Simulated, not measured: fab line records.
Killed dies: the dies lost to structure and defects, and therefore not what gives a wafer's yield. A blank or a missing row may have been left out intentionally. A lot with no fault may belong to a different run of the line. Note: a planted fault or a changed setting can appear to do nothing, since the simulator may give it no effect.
A lot that was struck, set against a sound lot    flow ritCmos    27 out of 202 route steps
Sound: the wafers L164.1, L164.3, L164.4. Wafers L162.1, L162.2, L162.4 were the ones struck. At the end, the cause is stated.
For every step that has rows: the tool of each side, followed by ch and its chambers, followed by its first start. Under that, the readings that differ: sound wafers    struck wafers    difference of the means    sigmas: that difference in standard deviations of wafers without a fault.
alike: same words and numbers on both sides, and readings whose means sit less than 2 such deviations apart. not compared: any withheld reading, any reading some wafer has no value for, any bound like >300 that may hide the same value, and any number with overlapping values for which the record gives no deviation.
The two part at a step that has a row with sigmas, a row that says differs or no value, or rows on one side only. Numbers that don't overlap but have no deviation are shown without sigmas and don't part them. Lack of a reading on every wafer of one side parts them only where that side has two or more wafers.

RIT_SDANNEAL_RTA_03: time 5 s.
  sound on rtpAnneal-01 ch 0, day 7 01:40; struck on rtpAnneal-01 ch 0, day 6 14:56
  alike: wafer_temp_C_max
RIT_SDANNEAL_RS_MEAS_04: a four-point-probe measurement.
  sound on filmMetro-01 at day 7 01:43; struck on filmMetro-03 at day 6 14:59
  alike: PSD_RS
RIT_SDANNEAL_RS_MEAS_05: a four-point-probe measurement.
  sound on filmMetro-01 at day 7 01:50; struck on filmMetro-03 at day 6 15:07
  alike: NSD_RS
RIT_SDANNEAL_RS_MEAS_06: a four-point-probe measurement.
  sound on filmMetro-01 at day 7 01:58; struck on filmMetro-03 at day 6 15:14
  alike: PLDD_RS
RIT_SDANNEAL_RS_MEAS_07: a four-point-probe measurement.
  sound on filmMetro-01 at day 7 02:05; struck on filmMetro-03 at day 6 15:21
  alike: NLDD_RS
then, 1 step without rows for these wafers: RIT_SILICIDE_WET_ETCH_00 (etches SiO2 in BOE, target depth 14 nm, time 15 s).
RIT_SILICIDE_SPUTTER_01: material Ti, target thk 30 nm, time 240 s.
  sound on pvdSputter-01 at day 7 02:13; struck on pvdSputter-01 at day 6 15:29
  alike: throttleValvePct
RIT_SILICIDE_RS_MEAS_02: a four-point-probe measurement.
  sound on filmMetro-04 at day 7 02:22; struck on filmMetro-01 at day 6 15:38
  alike: SILICIDE_TI_RS
RIT_SILICIDE_THK_MEAS_03: measures by xrf.
  sound on filmMetro-04 at day 7 02:29; struck on filmMetro-01 at day 6 15:45
  alike: SILICIDE_TI_THK
RIT_SILICIDE_RTA_04: time 10 s, ramp up 5 s, ramp down 5 s.
  sound on rtpAnneal-01 ch 0, day 7 02:32; struck on rtpAnneal-02 ch 0, day 6 15:49
  alike: wafer_temp_C_max
then, 1 step without rows for these wafers: RIT_SILICIDE_WET_ETCH_05 (etches Ti in SPM, time 120 s).
RIT_SILICIDE_RTA_06: time 10 s, ramp up 5 s, ramp down 10 s.
  sound on rtpAnneal-01 ch 0, day 7 02:39; struck on rtpAnneal-01 ch 0, day 6 15:55
  alike: wafer_temp_C_max
RIT_CONTACT_CVD_00: deposits SiO2 from TEOS, target thk 400 nm, time 61 s.
  sound on pecvd-04 ch 1,2, day 7 02:43; struck on pecvd-03 ch 0,2, day 6 15:59
  no value came back on the struck wafers for heaterPowerW (W), rfFwdPowerW (W), susceptorTempC (C); on the sound wafers heaterPowerW (W) reads 296 321 308
then, 6 steps without rows for these wafers: RIT_CONTACT_HMDS_02 (prime time 60 s); RIT_CONTACT_COAT_03 (resist thk 1000 nm); RIT_CONTACT_SOFTBAKE_04 (time 60 s); RIT_CONTACT_EXPOSE_05 (exposes mask M11, target cd 1000 nm); RIT_CONTACT_PEB_06; RIT_CONTACT_DEVELOP_07 (develop time 120 s).
RIT_CONTACT_CD_MEAS_08: target cd 1000 nm.
  sound on cdSem-02 at day 7 03:47; struck on cdSem-02 at day 6 17:04
  alike: cdNm
RIT_CONTACT_OVL_MEAS_09:
  sound on overlay-02 at day 7 03:55; struck on overlay-02 at day 6 17:11
reading           sound           struck       difference  sigmas
CONTACT_OVL (nm)  -2.1 -0.9 -1.0  2.7 1.4 2.9  +3.7        +3
then, 1 step without rows for these wafers: RIT_CONTACT_HARDBAKE_10 (time 60 s).
RIT_CONTACT_ETCH_11: etches SiO2 in CHF3/CF4/Ar, stops on TiSi2, target depth 480 nm, time 320 s.
  sound on rieDiel-03 ch 1,2,3, day 7 04:06; struck on rieDiel-01 ch 1,2,3, day 6 17:22
reading                            sound              struck             difference  sigmas
oesProductAu (a.u.)                1.010 0.993 0.986  0.920 0.943 0.912  -0.071      -5
model.etch.depthNm (nm)            397.8 401.3 404.8  0 0 0              -401        
model.CONTACT.featureDepthNm (nm)  397.8 401.3 404.8  1e-09 1e-09 1e-09  -4e+02      
  alike: drypumpMotorCurrentA, rfFwdPowerW, throttleValvePct
  not compared: rfHoursCounterH
RIT_CONTACT_STRIP_12: strips in O2, time 180 s.
  sound on plasmaAsher-03 ch 0,1, day 7 04:17; struck on plasmaAsher-02 ch 0,1, day 6 17:34
  alike: drypumpMotorCurrentA
  not compared: rfHoursCounterH
RIT_CONTACT_CD_MEAS_90: target cd 1000 nm.
  sound on cdSem-01 at day 7 04:28; struck on cdSem-01 at day 6 17:44
reading    sound              struck  difference                     sigmas
cdNm (nm)  997.2 995.0 996.9  - - -   no value on the struck wafers  
then, 1 step without rows for these wafers: RIT_CONTACT_CLEAN_13 (cleans in SC1, time 600 s).
RIT_M1_PROBE_99:
  sound on prober-02 at day 7 09:21; struck on prober-02 at day 6 23:14
reading             sound  struck       difference  sigmas
killed_at_M0_to_M3  0 0 0  0 1 0        +0          +2
killedAtContacts    0 0 0  263 261 262  +262        +99 or more
killedDies          8 4 6  264 264 264  +258        +86
killedOnRim         1 2 1  70 70 70     +69         +53
  alike: killedAtFrontEnd, killedOpen, killedShort

== WHERE THEY PART ==
First at RIT_CONTACT_CVD_00; last, within this record, at RIT_M1_PROBE_99.

WHY: whatever the simulator had introduced
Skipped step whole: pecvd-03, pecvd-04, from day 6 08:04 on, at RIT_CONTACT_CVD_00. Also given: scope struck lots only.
